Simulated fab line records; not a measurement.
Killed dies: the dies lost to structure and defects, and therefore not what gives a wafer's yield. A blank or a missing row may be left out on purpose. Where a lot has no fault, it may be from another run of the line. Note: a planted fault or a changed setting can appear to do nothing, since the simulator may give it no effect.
Split-lot trial + flow berkeley-cmos170 + 23 wafers read from 5 lots, route of 331 steps

## THE SPLIT
At UCB170_M2_METAL_ETCH_18 (etches Al in Cl2/BCl3, stops on SiO2, target depth 1170 nm, time 195 s), the setting icp-w was moved away from the recipe's 600 W on 8 of the 23 wafers read, by -10.5% to -5.8%. For the rest of the wafers, this setting stayed at what the recipe calls for.

Split to reading: the file shows no intervening step.

## THE READING
oes-product-au, in a.u., at UCB170_M2_STRIP_19 (strips in O2). Fault-free wafers of this fab line usually give 0.534 a.u., standard deviation 0.01 a.u.

| wafer  | tool, chamber at the split | icp-w as run, W | against the recipe | oes-product-au, a.u. | against lot-mates on the recipe |
|--------|----------------------------|-----------------|--------------------|----------------------|---------------------------------|
| L075.1 | rie-metal-01, 0            | 565.5           | -5.8%              | 0.558                | +0.021                          |
| L075.2 | rie-metal-01, 1            | 600             | recipe             | 0.544                | -                               |
| L075.3 | rie-metal-01, 0            | 600             | recipe             | 0.536                | -                               |
| L075.5 | rie-metal-01, 0            | 600             | recipe             | 0.531                | -                               |
| L075.6 | rie-metal-01, 1            | 565.5           | -5.8%              | 0.584                | +0.047                          |
| L077.1 | rie-metal-02, 0            | 600             | recipe             | 0.552                | -                               |
| L077.2 | rie-metal-02, 1            | 600             | recipe             | 0.540                | -                               |
| L077.3 | rie-metal-02, 1            | 600             | recipe             | 0.548                | -                               |
| L077.4 | rie-metal-02, 0            | 600             | recipe             | 0.547                | -                               |
| L077.5 | rie-metal-02, 1            | 600             | recipe             | 0.534                | -                               |
| L079.2 | rie-metal-02, 0            | 600             | recipe             | 0.544                | -                               |
| L079.3 | rie-metal-02, 0            | 600             | recipe             | 0.549                | -                               |
| L079.4 | rie-metal-02, 1            | 600             | recipe             | 0.554                | -                               |
| L083.1 | rie-metal-02, 0            | 600             | recipe             | 0.548                | -                               |
| L083.2 | rie-metal-02, 1            | 542.5           | -9.6%              | 0.610                | +0.064                          |
| L083.3 | rie-metal-02, 1            | 542.5           | -9.6%              | 0.606                | +0.060                          |
| L083.4 | rie-metal-02, 0            | 600             | recipe             | 0.543                | -                               |
| L083.5 | rie-metal-02, 0            | 542.5           | -9.6%              | 0.611                | +0.065                          |
| L084.1 | rie-metal-04, 0            | 600             | recipe             | 0.524                | -                               |
| L084.2 | rie-metal-04, 1            | 537.2           | -10.5%             | 0.604                | +0.076                          |
| L084.3 | rie-metal-04, 0            | 600             | recipe             | 0.532                | -                               |
| L084.4 | rie-metal-04, 1            | 537.2           | -10.5%             | 0.592                | +0.064                          |
| L084.5 | rie-metal-04, 0            | 537.2           | -10.5%             | 0.587                | +0.059                          |

FIT RESULTS
A straight line over all 23 wafers: oes-product-au changes by -0.00586 a.u. for each +1% of icp-w; r = -0.94; the points scatter about the line by 0.01 a.u.
The same after taking each lot's own level away (the mean of its wafers on the recipe; 23 wafers): -0.00643 a.u. for each +1%; r = -0.98; scatter 0.0066 a.u.
Per that fit: largest icp-w move, reading shift of 0.067 a.u.
From 0.5280 to 0.5490 a.u.: that is the span of the lots' own levels, equal to 2.1 times the standard deviation above.
Hence the lot-to-lot level has little effect on the slope; both slopes agree.
Check: for one of the wafers moved furthest among these (-10.5%), held out of the fit, the line's prediction against its lot-mates is +0.0654 a.u. It came out at +0.076 a.u. against them.

## OTHER SPLITS ON THESE WAFERS
Other splits were also applied to these wafers ahead of the reading. Each is held against what the fit with the lots' levels taken away leaves over:
| other split on the same wafers | wafers away from the commonest value | r with oes-product-au (lot level and that fit taken away) |
|--------------------------------|--------------------------------------|-----------------------------------------------------------|
| UCB170_M1_EXPOSE_06 dose-mj    | 11                                   | -0.10                                                     |

## THE WHOLE CHAIN: every reading that the file lists as answering this split, in the file's order
| step                    | what it does                                                           | reading                                                                   | change (the file's fit)                  | r (the file's) |
|-------------------------|------------------------------------------------------------------------|---------------------------------------------------------------------------|------------------------------------------|----------------|
| UCB170_M2_METAL_ETCH_18 | etches Al in Cl2/BCl3, stops on SiO2, target depth 1170 nm, time 195 s | KrF_of_M2_COAT_10.thk-nm (the simulator's own value, which no gauge read) | -6.38 nm for each +1% of the setting     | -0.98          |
| UCB170_M2_METAL_ETCH_18 | etches Al in Cl2/BCl3, stops on SiO2, target depth 1170 nm, time 195 s | SiO2_of_V1_CVD_00.thk-nm (the simulator's own value, which no gauge read) | -0.556 nm for each +1% of the setting    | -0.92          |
| UCB170_M2_STRIP_19      | strips in O2                                                           | oes-product-au                                                            | -0.0064 a.u. for each +1% of the setting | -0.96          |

## FILE'S OWN FIT
oes-product-au changes by -0.0064 a.u. for each +1% of icp-w, r = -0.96.
